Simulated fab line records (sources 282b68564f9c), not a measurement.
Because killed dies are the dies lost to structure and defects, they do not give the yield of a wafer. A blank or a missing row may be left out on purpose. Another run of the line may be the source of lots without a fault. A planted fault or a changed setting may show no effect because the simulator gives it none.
What tool caused it? + flow rit-cmos + 14 lots, 42 wafers sampled, at 4 steps of a route of 202

== WHAT THE GAUGES SHOWED, per wafer ==
RIT_PSD_OVL_MEAS_06. Usual: PSD_OVL 0.4 nm, standard deviation 1.3.
| lot  | measured    | on         | PSD_OVL (nm)   | flag |
|------|-------------|------------|----------------|------|
| L356 | day 3 09:50 | overlay-02 | 1.7 2.5 2.3    |      |
| L357 | day 3 15:42 | overlay-01 | 3.1 1.6 2.4    |      |
| L358 | day 3 17:40 | overlay-01 | -1.4 2.2 0.9   |      |
| L359 | day 4 02:02 | overlay-02 | 2.6 1.1 1.1    |      |
| L360 | day 4 04:15 | overlay-01 | -2.1 -1.2 -0.7 |      |
| L361 | day 4 13:08 | overlay-01 | -1.0 -0.7 -1.2 |      |
| L362 | day 4 15:55 | overlay-02 | -0.5 -1.4 1.6  |      |
| L363 | day 4 22:20 | overlay-02 | -1.7 -1.8 -2.8 |      |
| L369 | day 6 04:12 | overlay-02 | 0.2 -0.8 -0.6  |      |
| L371 | day 6 11:25 | overlay-01 | 3.2 2.8 1.0    |      |
| L372 | day 6 18:43 | overlay-02 | 0.6 -0.3 -0.3  |      |
| L373 | day 7 00:11 | overlay-01 | 1.1 0.7 1.1    |      |
| L374 | day 7 04:25 | overlay-02 | -0.9 -0.6 1.4  |      |
| L376 | day 7 13:37 | overlay-02 | 0.7 0.1 -1.1   |      |

RIT_CONTACT_THK_MEAS_01. Usual: CONTACT_TEOS_THK 403 nm, standard deviation 7.2.
| lot  | measured    | on            | CONTACT_TEOS_THK (nm) | flag |
|------|-------------|---------------|-----------------------|------|
| L356 | day 3 11:54 | film-metro-02 | 400 406 411           |      |
| L357 | day 3 17:45 | film-metro-02 | 409 391 399           |      |
| L358 | day 3 19:44 | film-metro-02 | 399 402 402           |      |
| L359 | day 4 04:05 | film-metro-03 | 406 408 412           |      |
| L360 | day 4 06:18 | film-metro-03 | 409 393 400           |      |
| L361 | day 4 15:12 | film-metro-03 | 411 404 409           |      |
| L362 | day 4 18:00 | film-metro-02 | 396 402 413           |      |
| L363 | day 5 00:24 | film-metro-04 | 393 396 405           |      |
| L369 | day 6 06:25 | film-metro-04 | 553 557 581           | OFF  |
| L371 | day 6 13:41 | film-metro-04 | 394 411 400           |      |
| L372 | day 6 20:50 | film-metro-04 | 556 574 551           | OFF  |
| L373 | day 7 02:28 | film-metro-02 | 403 396 409           |      |
| L374 | day 7 06:38 | film-metro-02 | 408 412 412           |      |
| L376 | day 7 15:42 | film-metro-02 | 398 398 402           |      |

== WHAT TOOL EACH LOT RAN ON (gives the tool, then ch and the chambers of the sampled wafers, and finally the start) ==
| lot  | RIT_ACTIVE_STRIP_14                 | RIT_CONTACT_CVD_00             |
|------|-------------------------------------|--------------------------------|
| L356 | plasma-asher-04 ch 0,1, day 1 21:23 | pecvd-01 ch 0,1,2, day 3 11:50 |
| L357 | plasma-asher-01 ch 0, day 2 01:28   | pecvd-02 ch 0,2, day 3 17:42   |
| L358 | plasma-asher-04 ch 0,1, day 2 06:27 | pecvd-04 ch 0,2, day 3 19:40   |
| L359 | plasma-asher-02 ch 0,1, day 2 11:56 | pecvd-01 ch 0,1, day 4 04:01   |
| L360 | plasma-asher-04 ch 0,1, day 2 15:59 | pecvd-02 ch 0,1,2, day 4 06:15 |
| L361 | plasma-asher-04 ch 0,1, day 2 22:23 | pecvd-04 ch 0,1,2, day 4 15:08 |
| L362 | plasma-asher-04 ch 0,1, day 3 02:16 | pecvd-01 ch 0,1,2, day 4 17:55 |
| L363 | plasma-asher-04 ch 0,1, day 3 07:07 | pecvd-02 ch 1,2, day 5 00:20   |
| L369 | plasma-asher-04 ch 0,1, day 4 13:24 | pecvd-02 ch 0,1,2, day 6 06:22 |
| L371 | plasma-asher-02 ch 0, day 4 23:07   | pecvd-01 ch 0,1,2, day 6 13:38 |
| L372 | plasma-asher-02 ch 0,1, day 5 04:49 | pecvd-02 ch 0,1, day 6 20:46   |
| L373 | plasma-asher-02 ch 0,1, day 5 09:08 | pecvd-04 ch 1,2, day 7 02:24   |
| L374 | plasma-asher-02 ch 0,1, day 5 15:53 | pecvd-01 ch 0,1, day 7 06:35   |
| L376 | plasma-asher-01 ch 0,1, day 6 00:43 | pecvd-04 ch 0,1,2, day 7 15:39 |
- RIT_ACTIVE_STRIP_14: strips in O2, time 180 s.
- RIT_CONTACT_CVD_00: deposits SiO2 from TEOS, target thk 400 nm, time 61 s.

== WHAT THE TOOLS THEMSELVES READ (means of the sampled wafers that have a number; where no wafer has one, the mark that the record gives instead) ==
RIT_ACTIVE_STRIP_14. Usual: drypump-motor-current-A 5.73 A, standard deviation 0.29; o2-flow-sccm 4001 sccm, standard deviation 12.
| lot  | tool            | drypump-motor-current-A (A) | o2-flow-sccm (sccm) | flag |
|------|-----------------|-----------------------------|---------------------|------|
| L356 | plasma-asher-04 | 5.47                        | 3986                |      |
| L357 | plasma-asher-01 | 6.21                        | 4004                |      |
| L358 | plasma-asher-04 | 5.53                        | 4006                |      |
| L359 | plasma-asher-02 | 6.06                        | 3994                |      |
| L360 | plasma-asher-04 | 5.48                        | 4015                |      |
| L361 | plasma-asher-04 | 5.51                        | 4008                |      |
| L362 | plasma-asher-04 | 5.49                        | 3994                |      |
| L363 | plasma-asher-04 | 5.51                        | 4000                |      |
| L369 | plasma-asher-04 | 5.49                        | 4011                |      |
| L371 | plasma-asher-02 | 5.84                        | 3989                |      |
| L372 | plasma-asher-02 | 6.04                        | 3997                |      |
| L373 | plasma-asher-02 | 5.93                        | 4005                |      |
| L374 | plasma-asher-02 | 6.05                        | 3993                |      |
| L376 | plasma-asher-01 | 5.77                        | 3998                |      |

RIT_CONTACT_CVD_00. Usual: heater-power-w reads 322 W (standard deviation 73).
| lot  | tool     | heater-power-w (W) | flag |
|------|----------|--------------------|------|
| L356 | pecvd-01 | 325                |      |
| L357 | pecvd-02 | 334                |      |
| L358 | pecvd-04 | 316                |      |
| L359 | pecvd-01 | 381                |      |
| L360 | pecvd-02 | 289                |      |
| L361 | pecvd-04 | 327                |      |
| L362 | pecvd-01 | 341                |      |
| L363 | pecvd-02 | 325                |      |
| L369 | pecvd-02 | 282                |      |
| L371 | pecvd-01 | 324                |      |
| L372 | pecvd-02 | 268                |      |
| L373 | pecvd-04 | 425                |      |
| L374 | pecvd-01 | 374                |      |
| L376 | pecvd-04 | 318                |      |

== THE ANSWER, worked out from the rows above alone ==
Rule: a lot counts as off when the mean over its wafers that have a number is more than 3 standard deviations away from the usual mean. Also off: a lot with no number at a reading for which 4 or more lots have one. The other lots that the step has rows for count as sound. Order of review: gauges by route order, followed by the tools' own readings, for which a lot's mean as printed above is used. At the first step where some lot is off, the reading lying furthest off is the one used; lots without a number count as furthest.
Off: at RIT_CONTACT_THK_MEAS_01 (CONTACT_TEOS_THK), L369, L372.
A tool fits if, at a process step before that reading, it ran every lot that is off, and no sound lot after the first of them. Gauges at RIT_CONTACT_THK_MEAS_01: tried the same way as those tools. One fits: RIT_CONTACT_CVD_00 on pecvd-02. Its last sound lot is L363 (day 5 00:20), its first lot that is off L369 (day 6 06:22): a fault that began between those two fits.

== WHAT THE SIMULATOR HAD INSERTED ==
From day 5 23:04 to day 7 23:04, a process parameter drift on pecvd-02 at RIT_CONTACT_CVD_00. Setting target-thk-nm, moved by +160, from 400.
Shown lots that were struck: L369, L372. The same result came from the rule above.
